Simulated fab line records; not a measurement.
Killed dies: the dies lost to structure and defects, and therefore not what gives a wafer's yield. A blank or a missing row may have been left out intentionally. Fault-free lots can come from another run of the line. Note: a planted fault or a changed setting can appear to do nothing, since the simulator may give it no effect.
fab line records | flow rit_cmos
record: lots: 14 | wafers: 42 | last_day: 7
route steps=202 shown CONTACT@179
lots with no fault: from the same line, run without faults
start_h: the number of hours between the record's first day and the start of the first shown wafer of the lot | wait_h: hours from the lot's prior step to this one | " the same as in the row above | L1.1+2: one row covering several wafers at once | - no value, or no start given | * or withheld: withheld | < > ~ a bound
route shown NAME@n: names a module that has steps shown in the file, with the first one's number in the route | usual: mean/standard deviation of fault-free wafers | same: alike in all rows | chamber/n: place in a boat | sites: the reading at each site | _std_site: how widely they spread, as a standard deviation | _edge_site: mean of outer sites minus mean of inner sites | radius_mm: for every site, how far away it sits from the centre of the wafer | mask NAME#n: copy n | behind: tool/chamber where the wafer was last shaped | hold: what put the lot on hold/how long, in hours/how the hold closed | device: the n, p or np transistor that did not switch | end of line: the same wafers' tests at the end of the route | a step without rows: its recipe alone | killed: dies that structure and defects cost at the first sort, which is not the same as the wafer's yield | map: a wafer's dies, marking killed ones x, the rest . and places with no die _
set.NAME: the run value of the setting; set.NAME@STEP: its run value at that earlier step | model.NAME: the simulator's own value behind a step, which no gauge read
route steps across a sampled set of lots; one table per step, one row per wafer
services: when a tool's chamber went out of use (start_h, in hours from the record's first day, below 0 if earlier), for how many hours, and the reason
== steps ==
step: RIT_CONTACT_ETCH_11
recipe: target_depth_a: 4800 | over_etch_frac: 0.2 | stop_on: TiSi2 | chemistry: CHF3/CF4/Ar | target: SiO2 | CHF3_flow_sccm: 50 | cf4_flow_sccm: 10 | Ar_flow_sccm: 100 | O2_flow_sccm: 5 | pressure_mtorr: 100 | rf_w: 200 | time_s: 320
usual: drypump_motor_current_A: 5.8/0.36 | oes_product_au: 0.995/0.016 | run_length_s: 348.3/0.46 | throttle_valve_pct: 8.90/0.1
lot.wafer | tool        | chamber | start_h | wait_h | drypump_motor_current_A | oes_product_au | rf_hours_counter_h | run_length_s | throttle_valve_pct
L656.1    | rie_diel-03 | 1       | 55.16   | 0.1    | 5.4                     | 0.959          | 159                | 348.4        | 8.68
L656.2    | "           | 2       | "       | "      | 5.9                     | 0.992          | 5                  | 348.3        | 8.81
L656.4    | "           | 1       | "       | "      | 5.5                     | 0.956          | -                  | 348.2        | 8.66
L657.1    | rie_diel-01 | 2       | 64.06   | 0.1    | 6.6                     | 0.986          | 142                | 348.9        | 9.08
L657.2    | "           | 3       | "       | "      | 5.2                     | 1.016          | 6                  | 348.3        | 8.94
L657.6    | "           | 0       | "       | "      | 5.7                     | 1.003          | -                  | 347.7        | 8.90
L658.2    | rie_diel-02 | 1       | 68.30   | 0.1    | 5.8                     | 0.990          | 88                 | 347.2        | 9.04
L658.4    | "           | 3       | "       | "      | 5.5                     | 1.018          | 3                  | 348.8        | 8.87
L658.6    | "           | 2       | "       | "      | 5.5                     | 0.971          | -                  | 349.1        | 8.94
L659.1    | rie_diel-03 | 2       | 73.70   | 0.1    | 5.9                     | 0.986          | 6                  | 347.7        | 8.82
L659.4    | "           | 1       | "       | "      | 5.4                     | 0.958          | 159                | 348.1        | 8.67
L659.6    | "           | 1       | "       | "      | 5.4                     | 0.959          | -                  | 348.2        | 8.67
L660.1    | rie_diel-01 | 2       | 76.13   | 0.1    | 6.5                     | 0.975          | 143                | 348.9        | 9.08
L660.3    | "           | 1       | "       | "      | 6.0                     | 1.015          | 8                  | 348.8        | 8.82
L660.4    | "           | 0       | "       | "      | 5.7                     | 1.004          | 93                 | 347.6        | 8.89
L661.1    | rie_diel-03 | 0       | 81.52   | 0.1    | 5.8                     | 0.992          | 48                 | 348.1        | 8.85
L661.3    | "           | 3       | "       | "      | 5.8                     | 0.992          | 26                 | 347.9        | 8.85
L661.5    | "           | 3       | "       | "      | 5.7                     | 0.989          | -                  | 348.5        | 8.85
L662.1    | rie_diel-01 | 1       | 87.95   | 0.1    | 5.9                     | 1.007          | 8                  | 349.0        | 8.83
L662.3    | "           | 0       | "       | "      | 5.7                     | 1.004          | 93                 | 347.6        | 8.90
L662.6    | "           | 2       | "       | "      | 6.5                     | 0.988          | -                  | 348.4        | 9.06
L663.1    | rie_diel-03 | 3       | 98.48   | 0.1    | 5.8                     | 1.004          | 27                 | 347.7        | 8.84
L663.2    | "           | 2       | "       | "      | 5.9                     | 0.986          | 6                  | 347.7        | 8.82
L663.3    | "           | 0       | "       | "      | 5.8                     | 0.980          | 48                 | 348.1        | 8.82
L667.2    | rie_diel-02 | 2       | 114.47  | 0.1    | 5.5                     | 0.974          | 120                | 348.3        | 8.94
L667.3    | "           | 3       | "       | "      | 5.5                     | 1.022          | 4                  | 348.1        | 8.88
L667.6    | "           | 1       | "       | "      | 5.8                     | 0.981          | -                  | 347.5        | 9.04
L668.1    | rie_diel-01 | 2       | 117.39  | 0.1    | 6.5                     | 0.996          | 144                | 348.9        | 9.07
L668.3    | "           | 3       | "       | "      | 5.2                     | 1.007          | 7                  | 405.9        | 8.95
L668.4    | "           | 0       | "       | "      | 5.7                     | 1.003          | -                  | 347.9        | 8.90
L669.2    | rie_diel-01 | 0       | 122.26  | 0.1    | 5.7                     | 1.006          | 94                 | 347.9        | 8.88
L669.5    | "           | 3       | "       | "      | 5.2                     | 1.003          | -                  | 406.4        | 8.94
L669.6    | "           | 0       | "       | "      | 5.7                     | 1.001          | -                  | 348.4        | 8.89
L670.2    | rie_diel-02 | 1       | 127.25  | 0.1    | 5.8                     | 0.989          | 89                 | 347.4        | 9.02
L670.3    | "           | 0       | "       | "      | 6.3                     | 0.966          | 1                  | 348.7        | 8.94
L670.6    | "           | 2       | "       | "      | 5.5                     | 0.987          | -                  | 348.8        | 8.93
L673.4    | rie_diel-02 | 3       | 142.09  | 0.1    | 5.5                     | 1.021          | -                  | 348.3        | 8.88
L673.5    | "           | 1       | "       | "      | 5.8                     | 0.986          | -                  | 347.9        | 9.05
L673.6    | "           | 2       | "       | "      | 5.5                     | 0.973          | -                  | 348.4        | 8.93
L676.1    | rie_diel-03 | 3       | 158.61  | 0.1    | 5.8                     | 1.001          | 29                 | 347.8        | 8.84
L676.3    | "           | 0       | "       | "      | 5.8                     | 0.989          | 50                 | 348.1        | 8.84
L676.6    | "           | 3       | "       | "      | 5.8                     | 0.995          | -                  | 347.9        | 8.83
== services ==
tool        | chamber | start_h | hours | kind
rie_diel-03 | 0       | 46.53   | 12.1  | repair
rie_diel-02 | 0       | 90.66   | 1.9   | repair
rie_diel-01 | 3       | 95.37   | 2.0   | repair
rie_diel-03 | 1       | 105.81  | -     | clean
rie_diel-03 | 1       | 105.81  | 32.3  | scheduled_down
rie_diel-03 | 1       | 105.81  | 32.3  | vent_cycle
rie_diel-01 | 1       | 107.04  | 16.2  | repair
rie_diel-02 | -       | 132.06  | 2.8   | pm
rie_diel-02 | 0       | 135.72  | 15.4  | repair
== key ==
first_sign: step: RIT_CONTACT_ETCH_11 | reading: run_length_s | direction: up | sigmas: 99+ | usual: * | struck: *
effect none on later readings
met_at RIT_CONTACT_ETCH_11
struck_lots L668,L669
struck_wafers L668.3,L669.5
tester_left_out L668,L669
onset_between 64.06 117.39
fault: kind: process_parameter_drift | tool: rie_diel-01 | chamber: 3 | onset_h: 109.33 | steps: RIT_CONTACT_ETCH_11 | channel: time_s | offset: * | shape: step | end_h: 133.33 | acts_in: * | stated: *
tester_left_out: of these lots the tester's yield and bins aren't shown, on N5 and GAA mostly nor the transistor test; their killed dies are dies lost to structure and defects alone, not to doping, threshold or leakage, so they don't give the yield
